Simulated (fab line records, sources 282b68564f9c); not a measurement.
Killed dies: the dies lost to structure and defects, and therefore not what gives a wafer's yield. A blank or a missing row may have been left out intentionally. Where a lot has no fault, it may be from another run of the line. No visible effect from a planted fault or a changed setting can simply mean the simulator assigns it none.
A struck lot beside a sound one / flow ritCmos / 14 steps out of a route of 202
Sound: wafers L105.1, L105.4, L105.5. The struck wafers were L111.1, L111.2, L111.6. The cause is given at the end.
Order at every step that has rows: each side's tool, ch and its chambers, its first start. Under that, the readings that differ: sound wafers / struck wafers / difference of the means / sigmas: that difference in standard deviations of wafers without a fault.
alike: readings whose means differ by less than 2 such deviations, and words and numbers that are the same on both sides. not compared: withheld readings, readings that some wafer has no value for, bounds like >300 that may hide the same value, and numbers for which the record gives no deviation and whose values overlap.
Wherever a step has rows on one side only, a row that says differs or no value, or a row with sigmas, the two part there. Numbers that have no deviation but don't overlap get no sigmas and don't part them. Lack of a reading on every wafer of one side parts them only where that side has two or more wafers.

first, 2 steps without rows for these wafers: RIT_NWELL_PEB_04; RIT_NWELL_DEVELOP_05 (develop time 68 s).
RIT_NWELL_OVL_MEAS_06:
  sound on overlay-02 at day 2 11:56; struck on overlay-02 at day 3 19:14
  alike: NWELL_OVL
then, 2 steps without rows for these wafers: RIT_NWELL_HARDBAKE_07 (time 120 s); RIT_NWELL_IMPLANT_08.
RIT_NWELL_STRIP_09: strips in O2, time 180 s.
  sound on plasmaAsher-02 ch 0, day 2 12:23; struck on plasmaAsher-03 ch 0,1, day 3 19:40
  alike: drypumpMotorCurrentA, o2FlowSccm
  not compared: rfHoursCounterH
RIT_NWELL_TW_MEAS_10:
  sound on filmMetro-04 at day 2 12:34; struck on filmMetro-04 at day 3 19:50
  alike: NWELL_TW
then, 5 steps without rows for these wafers: RIT_PWELL_HMDS_00 (prime time 60 s); RIT_PWELL_COAT_01 (resist thk 1300 nm); RIT_PWELL_SOFTBAKE_02 (time 60 s); RIT_PWELL_EXPOSE_03 (exposes mask M3, target cd 43700 nm); RIT_PWELL_PEB_04.
RIT_PWELL_DEVELOP_05: develop time 68 s.
  sound on lithoTrack-02 ch 0, day 2 13:00; struck on lithoTrack-02, day 3 20:00
  no value came back on the struck wafers for chillPlateTempC (C), developTimeS (s); on the sound wafers chillPlateTempC (C) reads 22.77 23.02 23.19
RIT_PWELL_OVL_MEAS_06:
  sound on overlay-02 at day 2 13:37; struck on overlay-02 at day 3 20:54
reading=PWELL_OVL (nm); sound=0.1 1.0 1.1; struck=- - -; difference=no value on the struck wafers; sigmas=

WHERE THEY PART
First at RIT_PWELL_DEVELOP_05; last, within this record, at RIT_PWELL_OVL_MEAS_06.

WHY: the cause the simulator had injected
Beginning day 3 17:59, the whole step at RIT_PWELL_DEVELOP_05 was skipped on lithoTrack-02. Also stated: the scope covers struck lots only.
